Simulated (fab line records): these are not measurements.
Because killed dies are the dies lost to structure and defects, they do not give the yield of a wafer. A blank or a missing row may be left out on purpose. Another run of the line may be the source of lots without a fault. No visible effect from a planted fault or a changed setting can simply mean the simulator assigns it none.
Which tool was responsible? :: flow rit_cmos :: Sampling: 14 lots, 42 wafers, 5 of 202 route steps

WHAT THE GAUGES SHOWED, per wafer
RIT_GATE_OVL_MEAS_17.
lot: L381
measured: day 2 20:24
on: overlay-02
GATE_OVL (nm): 2.5 1.0 0.7

lot: L382
measured: day 3 03:26
on: overlay-02
GATE_OVL (nm): -1.6 -2.3 -0.3

lot: L386
measured: day 3 21:11
on: overlay-01
GATE_OVL (nm): -1.1 -0.4 -0.6

lot: L388
measured: day 4 10:30
on: overlay-01
GATE_OVL (nm): 1.4 0.8 1.0

lot: L389
measured: day 4 17:49
on: overlay-02
GATE_OVL (nm): 1.0 -0.1 0.8

lot: L390
measured: day 4 19:23
on: overlay-02
GATE_OVL (nm): -0.9 -1.5 -0.5

lot: L391
measured: day 5 00:53
on: overlay-01
GATE_OVL (nm): 1.0 0.1 1.5

lot: L392
measured: day 5 06:05
on: overlay-01
GATE_OVL (nm): -1.0 0.4 -0.1

lot: L393
measured: day 5 07:42
on: overlay-01
GATE_OVL (nm): 1.8 2.6 2.8

lot: L397
measured: day 6 03:03
on: overlay-02
GATE_OVL (nm): 0.9 -0.1 -1.3

lot: L399
measured: day 6 15:47
on: overlay-01
GATE_OVL (nm): 0.0 -0.3 0.9

lot: L400
measured: day 6 20:50
on: overlay-01
GATE_OVL (nm): -0.6 -0.7 0.1

lot: L402
measured: day 7 08:51
on: overlay-02
GATE_OVL (nm): -0.2 -0.2 -0.6

lot: L403
measured: day 7 10:15
on: overlay-02
GATE_OVL (nm): 0.7 0.1 0.3

RIT_PLDD_OVL_MEAS_06.
lot: L381
measured: day 3 03:37
on: overlay-02
PLDD_OVL (nm): -0.9 -1.0 -2.5

lot: L382
measured: day 3 10:11
on: overlay-02
PLDD_OVL (nm): -1.1 -1.6 -1.0

lot: L386
measured: day 4 05:23
on: overlay-01
PLDD_OVL (nm): 0.3 0.1 0.6

lot: L388
measured: day 4 18:08
on: overlay-02
PLDD_OVL (nm): 2.0 0.8 1.3

lot: L389
measured: day 5 00:39
on: overlay-02
PLDD_OVL (nm): 1.1 0.8 1.7

lot: L390
measured: day 5 02:22
on: overlay-02
PLDD_OVL (nm): 0.0 0.0 -0.1

lot: L391
measured: day 5 07:36
on: overlay-02
PLDD_OVL (nm): -0.5 1.4 0.6

lot: L392
measured: day 5 12:08
on: overlay-01
PLDD_OVL (nm): 2.0 -0.7 0.8

lot: L393
measured: day 5 14:10
on: overlay-02
PLDD_OVL (nm): 1.8 2.8 1.5

lot: L397
measured: day 6 10:04
on: overlay-01
PLDD_OVL (nm): 0.7 -0.5 -1.2

lot: L399
measured: day 6 22:03
on: overlay-01
PLDD_OVL (nm): 1.0 -1.4 1.4

lot: L400
measured: day 7 04:20
on: overlay-02
PLDD_OVL (nm): 2.0 0.7 1.4

lot: L402
measured: day 7 14:50
on: overlay-01
PLDD_OVL (nm): 2.2 2.5 1.9

lot: L403
measured: day 7 17:14
on: overlay-02
PLDD_OVL (nm): -1.3 -1.5 -2.2

RIT_PSD_TW_MEAS_10.
lot: L381
measured: day 3 10:34
on: film_metro-03
PSD_TW: 3371 3388 3404

lot: L382
measured: day 3 17:14
on: film_metro-04
PSD_TW: 3435 3424 3418

lot: L386
measured: day 4 12:23
on: film_metro-02
PSD_TW: 3431 3428 3430

lot: L388
measured: day 5 00:09
on: film_metro-03
PSD_TW: 3376 3380 3372

lot: L389
measured: day 5 06:46
on: film_metro-02
PSD_TW: 3447 3449 3458

lot: L390
measured: day 5 08:34
on: film_metro-03
PSD_TW: 3368 3370 3370

lot: L391
measured: day 5 13:38
on: film_metro-04
PSD_TW: 3428 3426 3440

lot: L392
measured: day 5 18:19
on: film_metro-03
PSD_TW: 3385 3364 3347

lot: L393
measured: day 5 20:21
on: film_metro-03
PSD_TW: 3379 3382 3376

lot: L397
measured: day 6 16:19
on: film_metro-04
PSD_TW: 3427 3431 3445

lot: L399
measured: day 7 04:40
on: film_metro-03
PSD_TW: 3370 3370 3370

lot: L400
measured: day 7 10:21
on: film_metro-04
PSD_TW: 3425 3419 3410

lot: L402
measured: day 7 20:44
on: film_metro-04
PSD_TW: 3422 3413 3417

lot: L403
measured: day 7 23:13
on: film_metro-04
PSD_TW: 3412 3425 3432

RIT_SDANNEAL_RS_MEAS_06: measurement is done with a four-point probe.
lot: L381
measured: day 3 11:20
on: film_metro-03
PLDD_RS (ohm/sq): 178.5 178.3 178.2

lot: L382
measured: day 3 18:00
on: film_metro-03
PLDD_RS (ohm/sq): 178.5 178.0 178.4

lot: L386
measured: day 4 13:07
on: film_metro-03
PLDD_RS (ohm/sq): 178.7 178.7 178.5

lot: L388
measured: day 5 00:53
on: film_metro-04
PLDD_RS (ohm/sq): 178.6 178.6 178.5

lot: L389
measured: day 5 07:29
on: film_metro-02
PLDD_RS (ohm/sq): 177.9 177.9 177.7

lot: L390
measured: day 5 09:18
on: film_metro-03
PLDD_RS (ohm/sq): 180.0 179.9 179.5

lot: L391
measured: day 5 14:22
on: film_metro-03
PLDD_RS (ohm/sq): 179.1 179.3 179.8

lot: L392
measured: day 5 19:06
on: film_metro-03
PLDD_RS (ohm/sq): 178.7 178.9 179.4

lot: L393
measured: day 5 21:04
on: film_metro-04
PLDD_RS (ohm/sq): 178.1 178.6 178.2

lot: L397
measured: day 6 17:26
on: film_metro-02
PLDD_RS (ohm/sq): 185.2 184.8 185.1

lot: L399
measured: day 7 05:36
on: film_metro-03
PLDD_RS (ohm/sq): 185.8 185.7 186.2

lot: L400
measured: day 7 11:07
on: film_metro-03
PLDD_RS (ohm/sq): 179.3 179.0 179.5

lot: L402
measured: day 7 21:34
on: film_metro-04
PLDD_RS (ohm/sq): 178.4 178.9 177.8

lot: L403
measured: day 7 23:58
on: film_metro-04
PLDD_RS (ohm/sq): 177.9 178.2 178.5

WHICH TOOL RAN EACH LOT (tool, then ch and the chambers of the sampled wafers, then the start)
lot: L381
RIT_PLDD_IMPLANT_08: implanter-03 ch 0, day 3 03:50

lot: L382
RIT_PLDD_IMPLANT_08: implanter-02 ch 0, day 3 10:22

lot: L386
RIT_PLDD_IMPLANT_08: implanter-04 ch 0, day 4 05:34

lot: L388
RIT_PLDD_IMPLANT_08: implanter-02 ch 0, day 4 18:20

lot: L389
RIT_PLDD_IMPLANT_08: implanter-02 ch 0, day 5 00:50

lot: L390
RIT_PLDD_IMPLANT_08: implanter-03 ch 0, day 5 02:34

lot: L391
RIT_PLDD_IMPLANT_08: implanter-02 ch 0, day 5 07:47

lot: L392
RIT_PLDD_IMPLANT_08: implanter-03 ch 0, day 5 12:23

lot: L393
RIT_PLDD_IMPLANT_08: implanter-03 ch 0, day 5 14:22

lot: L397
RIT_PLDD_IMPLANT_08: implanter-03 ch 0, day 6 10:16

lot: L399
RIT_PLDD_IMPLANT_08: implanter-03 ch 0, day 6 22:15

lot: L400
RIT_PLDD_IMPLANT_08: implanter-02 ch 0, day 7 04:31

lot: L402
RIT_PLDD_IMPLANT_08: implanter-02 ch 0, day 7 15:01

lot: L403
RIT_PLDD_IMPLANT_08: implanter-04 ch 0, day 7 17:26
- RIT_PLDD_IMPLANT_08

AS READ BY THE TOOLS THEMSELVES (means over the sampled wafers that have a number; for cases with no such wafer, the mark the record gives instead)
RIT_PLDD_IMPLANT_08.
lot: L381
tool: implanter-03
dose_ions_cm2: 9e+14
end_station_pressure_torr (Torr): 7.1e-06

lot: L382
tool: implanter-02
dose_ions_cm2: 9e+14
end_station_pressure_torr (Torr): 7.3e-06

lot: L386
tool: implanter-04
dose_ions_cm2: 9e+14
end_station_pressure_torr (Torr): 7.2e-06

lot: L388
tool: implanter-02
dose_ions_cm2: 9e+14
end_station_pressure_torr (Torr): 7.2e-06

lot: L389
tool: implanter-02
dose_ions_cm2: 9e+14
end_station_pressure_torr (Torr): 7.2e-06

lot: L390
tool: implanter-03
dose_ions_cm2: 9e+14
end_station_pressure_torr (Torr): 7.4e-06

lot: L391
tool: implanter-02
dose_ions_cm2: 9e+14
end_station_pressure_torr (Torr): 6.8e-06

lot: L392
tool: implanter-03
dose_ions_cm2: 9e+14
end_station_pressure_torr (Torr): 7.2e-06

lot: L393
tool: implanter-03
dose_ions_cm2: 9e+14
end_station_pressure_torr (Torr): 7.5e-06

lot: L397
tool: implanter-03
dose_ions_cm2: 9e+14
end_station_pressure_torr (Torr): 7.6e-06

lot: L399
tool: implanter-03
dose_ions_cm2: 9e+14
end_station_pressure_torr (Torr): 7.3e-06

lot: L400
tool: implanter-02
dose_ions_cm2: 9e+14
end_station_pressure_torr (Torr): 7.2e-06

lot: L402
tool: implanter-02
dose_ions_cm2: 9e+14
end_station_pressure_torr (Torr): 7.1e-06

lot: L403
tool: implanter-04
dose_ions_cm2: 9e+14
end_station_pressure_torr (Torr): 7.1e-06

THE ANSWER, worked out from the rows above alone
Rule: what is usual is taken from the lots themselves. The widest of any qualifying gaps counts: lots, ordered by their means at a reading, are off when they make up no more than a third of the lots, leave a main group of 4 or more, and stand apart from it by 3 or more times the standard deviation of that group's means. A main group is skipped when, at the precision printed for the reading in the tables above, its means are all equal. A lot without any number at a reading at which 4 lots or more have one is off too. The other lots that the step has rows for count as sound. First the gauges in route order, then the tools' own readings, where a lot's mean is used as printed above. At the first step where some lot is off, the reading lying furthest off is the one used; lots without a number count as furthest.
Off: L397, L399, seen at RIT_SDANNEAL_RS_MEAS_06 (PLDD_RS). Mean 178.7 ohm/sq and standard deviation 0.55 in the main group.
If a tool, at a process step before that reading, ran all the lots that are off and no sound lot after the first of them, it fits. Gauges at RIT_SDANNEAL_RS_MEAS_06: tried the same way as those tools. One candidate fits, namely implanter-03 at RIT_PLDD_IMPLANT_08. A fault onset in the window from L393 (day 5 14:22, its last sound lot) to L397 (day 6 10:16, its first lot off) fits.

WHAT WAS PUT IN BY THE SIMULATOR
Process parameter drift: implanter-03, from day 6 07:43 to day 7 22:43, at RIT_PLDD_IMPLANT_08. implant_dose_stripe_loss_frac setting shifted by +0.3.
Shown lots that were struck: L397, L399. The rule above found the same.
